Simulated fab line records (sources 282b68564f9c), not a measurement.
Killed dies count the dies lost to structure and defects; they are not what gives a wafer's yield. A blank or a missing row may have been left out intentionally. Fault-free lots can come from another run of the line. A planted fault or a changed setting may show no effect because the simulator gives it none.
Check for tools in common + flow rit-cmos + 42 wafers sampled across 14 lots

## WHY IT WAS OPENED
Of 14 lots, 4 have the reading NLDD_TW flagged at RIT_NLDD_TW_MEAS_10. No-fault wafers: 2490, standard deviation 21.
Rule: a lot is flagged in two cases, either no wafer of it has a number, or all its wafers with numbers fall more than 4 standard deviations from that mean. As for the other lots, they are considered sound.

| lot  | measured    | on            | NLDD_TW, wafer by wafer | flag    |
|------|-------------|---------------|-------------------------|---------|
| L208 | day 3 08:50 | film-metro-02 | 2503 2504 2493          |         |
| L210 | day 3 11:16 | film-metro-04 | 2482 2466 2470          |         |
| L209 | day 3 11:30 | film-metro-02 | 2491 2497 2489          |         |
| L211 | day 3 16:11 | film-metro-02 | 2516 2500 2510          |         |
| L212 | day 4 00:07 | film-metro-03 | 2523 2519 2509          |         |
| L213 | day 4 00:53 | film-metro-04 | 2472 2480 2462          |         |
| L214 | day 4 04:36 | film-metro-04 | 2479 2471 2488          |         |
| L215 | day 4 15:44 | film-metro-03 | 2503 2510 2509          |         |
| L217 | day 4 18:16 | film-metro-02 | 2489 2494 2486          |         |
| L216 | day 4 21:19 | film-metro-03 | 2518 2529 2505          |         |
| L218 | day 5 04:29 | film-metro-04 | 2771 2755 2762          | FLAGGED |
| L219 | day 5 10:55 | film-metro-03 | 2811 2819 2825          | FLAGGED |
| L220 | day 5 13:23 | film-metro-02 | 2794 2787 2791          | FLAGGED |
| L221 | day 5 17:38 | film-metro-04 | 2773 2763 2772          | FLAGGED |
On average the flagged lots' numbers are 2785, which is +295 against the usual, or +14 standard deviations.

## TOOL THAT RAN EACH LOT
The record holds 1 process step before the reading, out of a route of 202 steps. Each cell gives the tool, then ch followed by the chambers the sampled wafers passed through, then the start.
| lot  | flag    | RIT_NLDD_IMPLANT_08            |
|------|---------|--------------------------------|
| L208 |         | implanter-04 ch 0, day 3 08:31 |
| L210 |         | implanter-01 ch 0, day 3 10:58 |
| L209 |         | implanter-04 ch 0, day 3 11:13 |
| L211 |         | implanter-04 ch 0, day 3 15:52 |
| L212 |         | implanter-04 ch 0, day 3 23:47 |
| L213 |         | implanter-04 ch 0, day 4 00:34 |
| L214 |         | implanter-01 ch 0, day 4 04:18 |
| L215 |         | implanter-02 ch 0, day 4 15:23 |
| L217 |         | implanter-04 ch 0, day 4 17:58 |
| L216 |         | implanter-02 ch 0, day 4 20:59 |
| L218 | FLAGGED | implanter-02 ch 0, day 5 04:09 |
| L219 | FLAGGED | implanter-01 ch 0, day 5 10:35 |
| L220 | FLAGGED | implanter-01 ch 0, day 5 13:03 |
| L221 | FLAGGED | implanter-02 ch 0, day 5 17:20 |
What the steps here do:
- RIT_NLDD_IMPLANT_08
- RIT_NLDD_TW_MEAS_10

## FLAGGED AGAINST TOTAL, ONE TOOL AT A TIME (gauges that did the reading follow at the end)
| step                | tool          | lots run | flagged | share of the flagged lots | sound lots run after its first flagged lot |
|---------------------|---------------|----------|---------|---------------------------|--------------------------------------------|
| RIT_NLDD_IMPLANT_08 | implanter-01  | 4        | 2       | some                      | 0                                          |
| RIT_NLDD_IMPLANT_08 | implanter-02  | 4        | 2       | some                      | 0                                          |
| RIT_NLDD_IMPLANT_08 | implanter-04  | 6        | 0       | none                      | -                                          |
| RIT_NLDD_TW_MEAS_10 | film-metro-02 | 5        | 1       | some                      | 0                                          |
| RIT_NLDD_TW_MEAS_10 | film-metro-03 | 4        | 1       | some                      | 0                                          |
| RIT_NLDD_TW_MEAS_10 | film-metro-04 | 5        | 2       | some                      | 0                                          |

## WHAT IS ALLOWED BY THE TABLE
No row of the table ran every flagged lot.

## WHAT HAD BEEN PUT IN BY THE SIMULATOR
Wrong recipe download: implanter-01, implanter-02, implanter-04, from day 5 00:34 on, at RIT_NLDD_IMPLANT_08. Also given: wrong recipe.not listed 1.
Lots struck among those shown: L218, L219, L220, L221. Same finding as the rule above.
